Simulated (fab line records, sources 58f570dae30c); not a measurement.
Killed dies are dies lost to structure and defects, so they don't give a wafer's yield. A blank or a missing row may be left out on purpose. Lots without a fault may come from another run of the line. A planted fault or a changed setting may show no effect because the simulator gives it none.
One fault seen from 2 desks | flow berkeley_cmos170 | each desk has only its own numbers; what lay behind them comes last

THE TOOL OWNER'S DESK: furnace-03
The tool's own readings at UCB170_NWELL_OXIDATION_01 (target thk 26.4 nm, ox time 1260 s): means of the sampled wafers that have a number, for each lot that ran on this tool. A lot is out of limits, marked OUT, if its mean lies more than 4 standard deviations from the usual mean; the brackets give that distance.
Columns: A = spike_tc_load_C at UCB170_NWELL_OXIDATION_01, usual 1024 C; B = zone_power_centre_pct at UCB170_NWELL_OXIDATION_01, usual 47 %
lot  | first seen here | A    | B
L252 | day 2 03:11     | 1021 | 45
L268 | day 5 14:44     | 1019 | 45
This desk's finding: nothing out of limits on any of the 2 lots.

THE METROLOGY DESK
What the gauges read, lot by lot, whatever tool the lot ran on: means of the sampled wafers that have a number. A lot is out of limits, marked OUT, if its mean lies more than 4 standard deviations from the usual mean; the brackets give that distance.
Columns: A = START_OXIDE_THK at UCB170_START_THK_MEAS_03, usual 20.0 nm; B = NWELL_OXIDE_THK at UCB170_NWELL_THK_MEAS_02, usual 26.6 nm; C = NWELL_NITRIDE_THK at UCB170_NWELL_THK_MEAS_05, usual 223.7 nm; D = NWELL_OVL at UCB170_NWELL_OVL_MEAS_12, usual 1 nm; E = NWELL_TW at UCB170_NWELL_TW_MEAS_16, usual 1242; F = PWELL_OXIDE_THK at UCB170_PWELL_THK_MEAS_03, usual 26.7 nm; G = PWELL_NITRIDE_THK at UCB170_PWELL_THK_MEAS_06, usual 220.8 nm
lot  | first seen here | A    | B    | C     | D  | E    | F    | G
L252 | day 1 15:14     | 19.9 | 25.9 | 224.1 | 1  | 1229 | 26.4 | 222.3
L257 | day 2 16:52     | 20.4 | 25.5 | 219.4 | 5  | 1250 | 26.2 | 221.0
L268 | day 5 02:37     | 20.1 | 26.3 | 221.6 | 0  | 1250 | 26.9 | 221.2
L272 | day 5 17:52     | 20.6 | 27.1 | 226.3 | 2  | 1245 | 27.1 | 219.9
L273 | day 6 02:22     | 20.1 | 27.2 | 221.9 | 11 | 1247 | 26.9 | 220.2
This desk's finding: nothing out of limits on any of the 5 lots.

PUT TOGETHER
The tool owner's desk saw nothing out of limits.
The metrology desk saw nothing out of limits.

WHAT THE SIMULATOR HAD PUT IN
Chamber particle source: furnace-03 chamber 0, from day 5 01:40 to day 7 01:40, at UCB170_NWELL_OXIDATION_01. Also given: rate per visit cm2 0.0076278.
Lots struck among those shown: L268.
